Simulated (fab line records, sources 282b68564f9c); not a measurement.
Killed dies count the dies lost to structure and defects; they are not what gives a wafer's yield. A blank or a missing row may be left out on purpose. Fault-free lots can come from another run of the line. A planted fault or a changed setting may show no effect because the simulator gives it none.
Which of the tools did it? || flow rit_cmos || 21 wafers from 7 lots sampled at 2 of the route's 202 steps

## WHAT THE GAUGES SHOWED, per wafer
RIT_SDANNEAL_RS_MEAS_04: the measuring method here is four-point-probe.
{"lot": "L873", "measured": "day 3 13:05", "on": "film_metro-04", "PSD_RS (ohm/sq)": "116.34 116.31 116.33"}
{"lot": "L875", "measured": "day 4 01:38", "on": "film_metro-04", "PSD_RS (ohm/sq)": "116.11 115.37 115.81"}
{"lot": "L879", "measured": "day 4 18:16", "on": "film_metro-03", "PSD_RS (ohm/sq)": "96.68 96.46 96.51"}
{"lot": "L882", "measured": "day 5 09:52", "on": "film_metro-02", "PSD_RS (ohm/sq)": "116.24 116.48 115.89"}
{"lot": "L884", "measured": "day 5 19:22", "on": "film_metro-02", "PSD_RS (ohm/sq)": "115.51 115.81 115.69"}
{"lot": "L893", "measured": "day 8 04:47", "on": "film_metro-03", "PSD_RS (ohm/sq)": "116.39 116.41 116.37"}
{"lot": "L894", "measured": "day 8 13:31", "on": "film_metro-03", "PSD_RS (ohm/sq)": "116.46 116.57 116.36"}

## WHAT TOOL EACH LOT RAN ON (gives the tool, then ch and the chambers of the sampled wafers, and finally the start)
{"lot": "L873", "RIT_SDANNEAL_RTA_03": "rtp_anneal-02 ch 0, day 3 13:01"}
{"lot": "L875", "RIT_SDANNEAL_RTA_03": "rtp_anneal-02 ch 0, day 4 01:34"}
{"lot": "L879", "RIT_SDANNEAL_RTA_03": "rtp_anneal-02 ch 0, day 4 18:13"}
{"lot": "L882", "RIT_SDANNEAL_RTA_03": "rtp_anneal-01 ch 0, day 5 09:47"}
{"lot": "L884", "RIT_SDANNEAL_RTA_03": "rtp_anneal-01 ch 0, day 5 19:17"}
{"lot": "L893", "RIT_SDANNEAL_RTA_03": "rtp_anneal-01 ch 0, day 8 04:43"}
{"lot": "L894", "RIT_SDANNEAL_RTA_03": "rtp_anneal-01 ch 0, day 8 13:27"}
- RIT_SDANNEAL_RTA_03: time 5 s.

## THE ANSWER, worked out from the rows above alone
Rule: what is usual is taken from the lots themselves. The widest of any qualifying gaps counts: lots, ordered by their means at a reading, are off when they make up no more than a third of the lots, leave a main group of 4 or more, and stand apart from it by 3 or more times the standard deviation of that group's means. A main group is skipped when, at the precision printed for the reading in the tables above, its means are all equal. A lot without any number at a reading at which 4 lots or more have one is off too. Where the step has rows for the other lots, those lots are counted as sound.
Off: L879, seen at RIT_SDANNEAL_RS_MEAS_04 (PSD_RS). For the main group the mean is 116.14 ohm/sq and the standard deviation 0.31.
A tool fits if, at a process step before that reading, it ran every lot that is off, and no sound lot after the first of them. Those tools and the gauges at RIT_SDANNEAL_RS_MEAS_04 are tried in the same way. One fits: RIT_SDANNEAL_RTA_03 on rtp_anneal-02. Its last sound lot is L875 (day 4 01:34), its first lot that is off L879 (day 4 18:13): a fault that began between those two fits.

## WHAT THE SIMULATOR HAD PUT IN
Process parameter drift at RIT_SDANNEAL_RTA_03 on rtp_anneal-02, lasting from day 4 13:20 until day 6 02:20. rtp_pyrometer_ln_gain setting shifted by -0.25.
Struck lots among those shown: L879. This agrees with what the rule above found.
